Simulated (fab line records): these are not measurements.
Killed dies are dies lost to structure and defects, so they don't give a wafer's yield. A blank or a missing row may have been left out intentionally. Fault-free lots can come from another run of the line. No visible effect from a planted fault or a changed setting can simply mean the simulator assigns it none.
2 desks looking at one fault | flow berkeley-cmos170 | numbers are kept per desk, each desk with only its own; the story behind them comes last

## TOOL OWNER'S DESK, plasma-asher-03
The tool's own readings at UCB170_NLDD_STRIP_10 (strips in O2): means of the sampled wafers that have a number, for each lot that ran on this tool. The brackets show how far a lot's mean lies from the usual mean; more than 4 standard deviations puts the lot out of limits, marked OUT.
Columns: A = drypump-motor-current-A at UCB170_NLDD_STRIP_10, usual 5.6 A; B = oes-product-au at UCB170_NLDD_STRIP_10, usual 0.734 a.u.; C = strip-time-to-endpoint-s at UCB170_NLDD_STRIP_10, usual 21.66 s
lot  | first seen here | A   | B               | C
L874 | day 6 22:13     | 5.6 | 0.730           | 21.60
L882 | day 8 06:52     | 5.7 | 0.983 (+54) OUT | -
L894 | day 10 20:41    | 5.7 | 0.734           | 21.64
This desk finds L882 out of limits, L882 being first, at day 8 06:52 (oes-product-au at UCB170_NLDD_STRIP_10). Within limits: L874, L894.

## METROLOGY DESK
What the gauges read for every lot (on any tool): the sampled wafers with a number, averaged. The brackets show how far a lot's mean lies from the usual mean; more than 4 standard deviations puts the lot out of limits, marked OUT.
Columns: A = PLDD_TW at UCB170_PLDD_TW_MEAS_11, usual 1017; B = cd-nm at UCB170_NLDD_CD_MEAS_06, usual 1199.5 nm; C = NLDD_OVL at UCB170_NLDD_OVL_MEAS_07, usual 2 nm; D = NLDD_TW at UCB170_NLDD_TW_MEAS_11, usual 2230
lot  | first seen here | A    | B      | C  | D
L874 | day 6 17:22     | 1022 | 1198.4 | -8 | 2220
L882 | day 8 04:55     | 1027 | 1202.2 | 1  | 2236
L891 | day 10 06:28    | 1014 | 1201.0 | 0  | 2231
L895 | day 10 18:41    | 1018 | 1197.8 | -4 | 2234
L894 | day 10 19:02    | 1021 | 1199.9 | 7  | 2231
This desk's verdict: no lot among the 5 shows anything out of limits.

## BROUGHT TOGETHER
At day 8 06:52, on L882, the tool owner's desk was in a position to raise an alarm.
At the metrology desk, nothing out of limits was observed.
The metrology desk holds a record of L882, inside its limits.
All the named lots went through UCB170_NLDD_STRIP_10 on plasma-asher-03.

## WHAT THE SIMULATOR HAD PUT IN
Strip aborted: plasma-asher-03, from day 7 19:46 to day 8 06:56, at UCB170_NLDD_STRIP_10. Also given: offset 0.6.
Lots struck among those shown: L882.
Each desk's first reading out of limits, in hours after the fault started: the tool owner's desk, 11.
